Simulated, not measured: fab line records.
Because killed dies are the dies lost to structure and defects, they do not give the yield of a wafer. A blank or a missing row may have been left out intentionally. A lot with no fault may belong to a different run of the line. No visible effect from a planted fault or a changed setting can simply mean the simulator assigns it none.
2 desks, one fault -- flow rit cmos -- what lay behind the numbers comes last; until then each desk has only its own

## DESK OF THE TOOL OWNER: iline stepper-01
The tool's own readings at RIT_ACTIVE_EXPOSE_08 (exposes mask M1, target cd 1400 nm): means of the sampled wafers that have a number, for each lot that ran on this tool. If a lot's mean is further than 4 standard deviations from the usual mean, the lot is out of limits and carries the mark OUT (the distance appears in the brackets).
Columns: A = exposure dose mJ cm2 at RIT_ACTIVE_EXPOSE_08, usual 224.93
lot,first seen here,A
L770,day 1 14:05,225.10
L775,day 2 15:10,228.16 (+13) OUT
L777,day 3 01:10,227.75 (+11) OUT
This desk's verdict: out of limits on L775, L777, starting with L775 at day 2 15:10 (exposure dose mJ cm2 at RIT_ACTIVE_EXPOSE_08). L770 stayed within limits.

## AT THE METROLOGY DESK
Lot by lot, what the gauges showed, no matter which tool ran the lot: averages of those sampled wafers that carry a number. If a lot's mean is further than 4 standard deviations from the usual mean, the lot is out of limits and carries the mark OUT (the distance appears in the brackets).
Columns: A = cd nm at RIT_ACTIVE_CD_MEAS_11, usual 1400.6 nm; B = cd nm at RIT_ACTIVE_CD_MEAS_90, usual 1400.6 nm
lot,first seen here,A,B
L770,day 1 14:29,1402.6,1402.8
L771,day 1 19:35,1402.6,1402.7
L775,day 2 16:30,1396.6,1396.4
L777,day 3 01:34,1397.1,1397.2
L781,day 3 21:28,1403.4,1403.3
L782,day 4 03:01,1398.8,1398.8
L784,day 4 12:36,1399.0,1399.0
L785,day 4 17:29,1399.7,1400.0
L786,day 4 23:13,1401.0,1401.3
L787,day 5 05:26,1402.8,1402.7
L789,day 5 13:35,1397.8,1398.1
L791,day 5 23:40,1400.9,1401.0
L792,day 6 04:35,1395.2,1395.3
L793,day 6 10:58,1400.0,1400.1
This desk's finding: nothing out of limits on any of the 14 lots.

## TAKEN TOGETHER
At day 2 15:10, on L775, L777, the tool owner's desk was in a position to raise an alarm.
Nothing out of limits was seen by the metrology desk.
The metrology desk holds a record of L775, L777, inside its limits.
All the named lots went through RIT_ACTIVE_EXPOSE_08 on iline stepper-01.

## WHAT THE SIMULATOR HAD INSERTED
Process parameters drifting: iline stepper-01 at RIT_ACTIVE_EXPOSE_08, beginning at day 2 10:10. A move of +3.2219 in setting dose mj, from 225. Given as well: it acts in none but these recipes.
Lots struck among those shown: L775, L777.
How many hours passed from the start of the fault until each desk's first out-of-limits reading: the tool owner's desk, 5.
